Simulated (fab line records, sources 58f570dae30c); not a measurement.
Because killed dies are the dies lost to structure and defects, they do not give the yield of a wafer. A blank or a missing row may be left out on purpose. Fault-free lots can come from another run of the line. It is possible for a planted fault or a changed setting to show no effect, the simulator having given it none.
Split-lot experiment :: flow berkeley cmos170 :: 5 lots, 23 wafers read, on a route of 331 steps

## ON THE SPLIT
At UCB170_PVT_COAT_01 (resist thk 900 nm), the setting spin rpm was moved away from the recipe's 1500 rpm on 8 of the 23 wafers read, by -3.7% to +7.2%. For the rest of the wafers, this setting stayed at what the recipe calls for.

The split's own step is where the reading is taken.

## THE READING
KrF_of_PVT_COAT_01.thk nm (the simulator's own value, which no gauge read), in nm, at UCB170_PVT_COAT_01 (resist thk 900 nm). There is no usual value for it anywhere in the file. Average 898.8 nm, standard deviation 1.4 nm, over the 15 wafers here run with the recipe.

wafer: L075.1
tool, chamber at the split: litho track-02, 0
spin rpm as run, rpm: 1500
against the recipe: recipe
KrF_of_PVT_COAT_01.thk nm, nm: 898.3
against lot-mates on the recipe: -

wafer: L075.3
tool, chamber at the split: litho track-02, 0
spin rpm as run, rpm: 1500
against the recipe: recipe
KrF_of_PVT_COAT_01.thk nm, nm: 896.6
against lot-mates on the recipe: -

wafer: L075.6
tool, chamber at the split: litho track-02, 0
spin rpm as run, rpm: 1500
against the recipe: recipe
KrF_of_PVT_COAT_01.thk nm, nm: 896.9
against lot-mates on the recipe: -

wafer: L077.1
tool, chamber at the split: litho track-01, 0
spin rpm as run, rpm: 1500
against the recipe: recipe
KrF_of_PVT_COAT_01.thk nm, nm: 899.4
against lot-mates on the recipe: -

wafer: L077.2
tool, chamber at the split: litho track-01, 0
spin rpm as run, rpm: 1500
against the recipe: recipe
KrF_of_PVT_COAT_01.thk nm, nm: 899.3
against lot-mates on the recipe: -

wafer: L077.4
tool, chamber at the split: litho track-01, 0
spin rpm as run, rpm: 1500
against the recipe: recipe
KrF_of_PVT_COAT_01.thk nm, nm: 899.9
against lot-mates on the recipe: -

wafer: L077.5
tool, chamber at the split: litho track-01, 0
spin rpm as run, rpm: 1500
against the recipe: recipe
KrF_of_PVT_COAT_01.thk nm, nm: 898.3
against lot-mates on the recipe: -

wafer: L077.6
tool, chamber at the split: litho track-01, 0
spin rpm as run, rpm: 1500
against the recipe: recipe
KrF_of_PVT_COAT_01.thk nm, nm: 898.5
against lot-mates on the recipe: -

wafer: L080.1
tool, chamber at the split: litho track-04, 0
spin rpm as run, rpm: 1444
against the recipe: -3.7%
KrF_of_PVT_COAT_01.thk nm, nm: 915.7
against lot-mates on the recipe: +16.8

wafer: L080.4
tool, chamber at the split: litho track-04, 0
spin rpm as run, rpm: 1444
against the recipe: -3.7%
KrF_of_PVT_COAT_01.thk nm, nm: 915.7
against lot-mates on the recipe: +16.8

wafer: L080.3
tool, chamber at the split: litho track-04, 0
spin rpm as run, rpm: 1444
against the recipe: -3.7%
KrF_of_PVT_COAT_01.thk nm, nm: 916.5
against lot-mates on the recipe: +17.6

wafer: L080.5
tool, chamber at the split: litho track-04, 0
spin rpm as run, rpm: 1500
against the recipe: recipe
KrF_of_PVT_COAT_01.thk nm, nm: 897.7
against lot-mates on the recipe: -

wafer: L080.6
tool, chamber at the split: litho track-04, 0
spin rpm as run, rpm: 1500
against the recipe: recipe
KrF_of_PVT_COAT_01.thk nm, nm: 900.1
against lot-mates on the recipe: -

wafer: L084.1
tool, chamber at the split: litho track-04, 0
spin rpm as run, rpm: 1500
against the recipe: recipe
KrF_of_PVT_COAT_01.thk nm, nm: 901.4
against lot-mates on the recipe: -

wafer: L084.2
tool, chamber at the split: litho track-04, 0
spin rpm as run, rpm: 1500
against the recipe: recipe
KrF_of_PVT_COAT_01.thk nm, nm: 901.1
against lot-mates on the recipe: -

wafer: L084.4
tool, chamber at the split: litho track-04, 0
spin rpm as run, rpm: 1608
against the recipe: +7.2%
KrF_of_PVT_COAT_01.thk nm, nm: 870.4
against lot-mates on the recipe: -30.1

wafer: L084.5
tool, chamber at the split: litho track-04, 0
spin rpm as run, rpm: 1500
against the recipe: recipe
KrF_of_PVT_COAT_01.thk nm, nm: 899
against lot-mates on the recipe: -

wafer: L084.6
tool, chamber at the split: litho track-04, 0
spin rpm as run, rpm: 1608
against the recipe: +7.2%
KrF_of_PVT_COAT_01.thk nm, nm: 870.7
against lot-mates on the recipe: -29.8

wafer: L082.1
tool, chamber at the split: litho track-02, 0
spin rpm as run, rpm: 1500
against the recipe: recipe
KrF_of_PVT_COAT_01.thk nm, nm: 897.6
against lot-mates on the recipe: -

wafer: L082.2
tool, chamber at the split: litho track-02, 0
spin rpm as run, rpm: 1551
against the recipe: +3.4%
KrF_of_PVT_COAT_01.thk nm, nm: 885.5
against lot-mates on the recipe: -12.2

wafer: L082.3
tool, chamber at the split: litho track-02, 0
spin rpm as run, rpm: 1500
against the recipe: recipe
KrF_of_PVT_COAT_01.thk nm, nm: 897.9
against lot-mates on the recipe: -

wafer: L082.5
tool, chamber at the split: litho track-02, 0
spin rpm as run, rpm: 1551
against the recipe: +3.4%
KrF_of_PVT_COAT_01.thk nm, nm: 884.6
against lot-mates on the recipe: -13.1

wafer: L082.6
tool, chamber at the split: litho track-02, 0
spin rpm as run, rpm: 1551
against the recipe: +3.4%
KrF_of_PVT_COAT_01.thk nm, nm: 885.6
against lot-mates on the recipe: -12.1

THE FIT
A straight line over all 23 wafers: KrF_of_PVT_COAT_01.thk nm changes by -4.12 nm for each +1% of spin rpm; r = -0.99; the points scatter about the line by 1.4 nm.
The same after taking each lot's own level away (the mean of its wafers on the recipe; 23 wafers): -4.2 nm for each +1%; r = -1.00; scatter 1 nm.
Per that fit: largest spin rpm move, reading shift of 30 nm.
From 897.27 to 900.50 nm: that is the span of the lots' own levels, equal to 2.4 times the standard deviation above.
Hence the lot-to-lot level has little effect on the slope; both slopes agree.
Check: for one of the wafers moved furthest among these (+7.2%), held out of the fit, the line's prediction against its lot-mates is -29.6 nm. It came out at -30.1 nm against them.

## THESE WAFERS: OTHER SPLITS
Before the reading, these wafers also passed through other splits. Each is held against what the fit with the lots' levels taken away leaves over:
other split on the same wafers: UCB170_START_OXIDATION_02 temp c
wafers away from the commonest value: 15
r with KrF_of_PVT_COAT_01.thk nm (lot level and that fit taken away): +0.14

other split on the same wafers: UCB170_PWELL_OXIDATION_02 ox time s
wafers away from the commonest value: 10
r with KrF_of_PVT_COAT_01.thk nm (lot level and that fit taken away): -0.04

other split on the same wafers: UCB170_PWELL_STRIP_16 overash fraction
wafers away from the commonest value: 5
r with KrF_of_PVT_COAT_01.thk nm (lot level and that fit taken away): +0.15

other split on the same wafers: UCB170_ACTIVE_EXPOSE_10 dose mj
wafers away from the commonest value: 7
r with KrF_of_PVT_COAT_01.thk nm (lot level and that fit taken away): +0.11

other split on the same wafers: UCB170_PFIELD_COAT_01 resist thk nm
wafers away from the commonest value: 9
r with KrF_of_PVT_COAT_01.thk nm (lot level and that fit taken away): +0.26

other split on the same wafers: UCB170_PFIELD_DEVELOP_05 develop time s
wafers away from the commonest value: 4
r with KrF_of_PVT_COAT_01.thk nm (lot level and that fit taken away): +0.38

## THE WHOLE CHAIN: every reading that the file lists as answering this split, in the file's order
step: UCB170_PVT_COAT_01
what it does: resist thk 900 nm
reading: KrF_of_PVT_COAT_01.thk nm (the simulator's own value, which no gauge read)
change (the file's fit): -4.16 nm for each +1% of the setting
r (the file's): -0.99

step: UCB170_PVT_STRIP_08
what it does: strips in O2
reading: strip time to endpoint s
change (the file's fit): withheld for each +1% of the setting
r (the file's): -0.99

## THE FILE'S OWN FIT
KrF_of_PVT_COAT_01.thk nm changes by -4.16 nm for each +1% of spin rpm, r = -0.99.
